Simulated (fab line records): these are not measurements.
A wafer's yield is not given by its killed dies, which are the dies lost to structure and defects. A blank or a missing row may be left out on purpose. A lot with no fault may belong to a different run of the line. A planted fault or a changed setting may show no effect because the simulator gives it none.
A lot that was struck, set against a sound lot ; flow berkeleyCmos170 ; 29 steps out of a route of 331
Sound: the wafers L695.4, L695.5, L695.6. Struck: wafers L691.1, L691.4, L691.6. Last of all comes the cause.
At each step with rows: each side's tool, then ch and its chambers, then its first start. Under that, the readings that differ: sound wafers ; struck wafers ; difference of the means ; sigmas: that difference in standard deviations of wafers without a fault.
alike: readings whose means differ by less than 2 such deviations, and words and numbers that are the same on both sides. not compared: withheld readings, readings that some wafer has no value for, bounds like >300 that may hide the same value, and numbers for which the record gives no deviation and whose values overlap.
The two part at a step that has a row with sigmas, a row that says differs or no value, or rows on one side only. Non-overlapping numbers with no deviation appear without sigmas and do not part them. Lack of a reading on every wafer of one side parts them only where that side has two or more wafers.

UCB170_ACTIVE_THK_MEAS_03:
  sound on filmMetro-01, day 7 05:14; struck on filmMetro-03, day 6 11:38
  alike: ACTIVE_OXIDE_THK
then, 2 steps without rows for these wafers: UCB170_ACTIVE_ANNEAL_04 (time 900 s); UCB170_ACTIVE_CVD_05 (deposits Si3N4 from SiH2Cl2/NH3, target thk 220 nm, time 3300 s).
UCB170_ACTIVE_THK_MEAS_06:
  sound on filmMetro-02, day 7 10:25; struck on filmMetro-03, day 6 20:05
  alike: ACTIVE_NITRIDE_THK
then, 6 steps without rows for these wafers: UCB170_ACTIVE_HMDS_07 (prime time 60 s); UCB170_ACTIVE_COAT_08 (resist thk 900 nm); UCB170_ACTIVE_SOFTBAKE_09 (time 60 s); UCB170_ACTIVE_EXPOSE_10 (exposes mask ACTIVE, target cd 1200 nm); UCB170_ACTIVE_PEB_11; UCB170_ACTIVE_DEVELOP_12 (develop time 45 s).
UCB170_ACTIVE_CD_MEAS_13: target cd 1200 nm.
  sound on cdSem-01, day 7 11:47; struck on cdSem-02, day 6 21:21
  alike: cdNm
UCB170_ACTIVE_OVL_MEAS_14:
  sound on overlay-02, day 7 11:52; struck on overlay-01, day 6 21:28
  alike: ACTIVE_OVL
UCB170_ACTIVE_ETCH_15: etches Si3N4 in CH3F/Ar/O2, stops on SiO2, target depth 242 nm, time 151 s.
  sound on rieDiel-03 ch 0,1,3, day 7 11:53; struck on rieDiel-04 ch 1,2,3, day 6 21:31
reading;sound;struck;difference;sigmas
oesProductAu (a.u.);0.962 0.940 0.939;0.842 0.869 0.858;-0.091;-6
model.KrF_of_ACTIVE_COAT_08.thkNm (nm);723.5 727.5 722.2;704.4 704.3 707.1;-19.1;
model.SiO2_of_ACTIVE_OXIDATION_02.thkNm (nm);23.12 23.01 22.79;19.06 18.45 18.2;-4.40;
  alike: drypumpMotorCurrentA, throttleValvePct
  not compared: rfHoursCounterH
UCB170_ACTIVE_STRIP_16: strips in O2.
  sound on plasmaAsher-03 ch 0,1, day 7 12:01; struck on plasmaAsher-03 ch 0,1, day 6 21:37
reading;sound;struck;difference;sigmas
stripTimeToEndpointS (s);18.06 18.17 18.05;17.60 17.61 17.67;-0.47;-6
  alike: drypumpMotorCurrentA, oesProductAu
  not compared: rfHoursCounterH
UCB170_ACTIVE_CD_MEAS_90: target cd 1200 nm.
  sound on cdSem-01, day 7 12:25; struck on cdSem-02, day 6 21:47
  alike: cdNm
then, 7 steps without rows for these wafers: UCB170_ACTIVE_CLEAN_17 (cleans in SPM, time 600 s); UCB170_PFIELD_HMDS_00 (prime time 60 s); UCB170_PFIELD_COAT_01 (resist thk 900 nm); UCB170_PFIELD_SOFTBAKE_02 (time 60 s); UCB170_PFIELD_EXPOSE_03 (exposes mask PFIELD, target cd 1500 nm); UCB170_PFIELD_PEB_04; UCB170_PFIELD_DEVELOP_05 (develop time 45 s).
UCB170_PFIELD_OVL_MEAS_06:
  sound on overlay-01, day 7 13:38; struck on overlay-01, day 7 01:14
  alike: PFIELD_OVL
after that, 1 step had no rows for these wafers: UCB170_PFIELD_IMPLANT_07.
UCB170_PFIELD_STRIP_08: strips in O2.
  sound on plasmaAsher-02 ch 0,1, day 7 13:50; struck on plasmaAsher-04 ch 0,1, day 7 01:25
  alike: drypumpMotorCurrentA, oesProductAu, stripTimeToEndpointS
  not compared: rfHoursCounterH
UCB170_PFIELD_TW_MEAS_09:
  sound on filmMetro-04, day 7 13:56; struck on filmMetro-04, day 7 01:31
  alike: PFIELD_TW
UCB170_FIELD_CLEAN_00: cleans in dHF, time 7.5 s.
  sound on wetBench-02 ch 1, day 7 13:58; struck on wetBench-04 ch 2, day 7 01:35
reading;sound;struck;difference;sigmas
model.SiO2_of_ACTIVE_OXIDATION_02.thkNm (nm);21.68 21.56 21.34;17.58 16.97 16.72;-4.44;
then, 2 steps without rows for these wafers: UCB170_FIELD_OXIDATION_01 (target thk 558.3 nm, ox time 7200 s); UCB170_M3_PROBE_99.

WHERE THEY PART
Last at UCB170_ACTIVE_STRIP_16 as far as this record goes, first at UCB170_ACTIVE_ETCH_15. Later steps at which nothing parts them and some readings are alike: UCB170_ACTIVE_CD_MEAS_90, UCB170_PFIELD_OVL_MEAS_06, UCB170_PFIELD_STRIP_08, UCB170_PFIELD_TW_MEAS_09.

WHY: what the simulator had put in
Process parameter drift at UCB170_ACTIVE_ETCH_15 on rieDiel-04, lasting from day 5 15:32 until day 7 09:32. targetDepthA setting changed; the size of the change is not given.
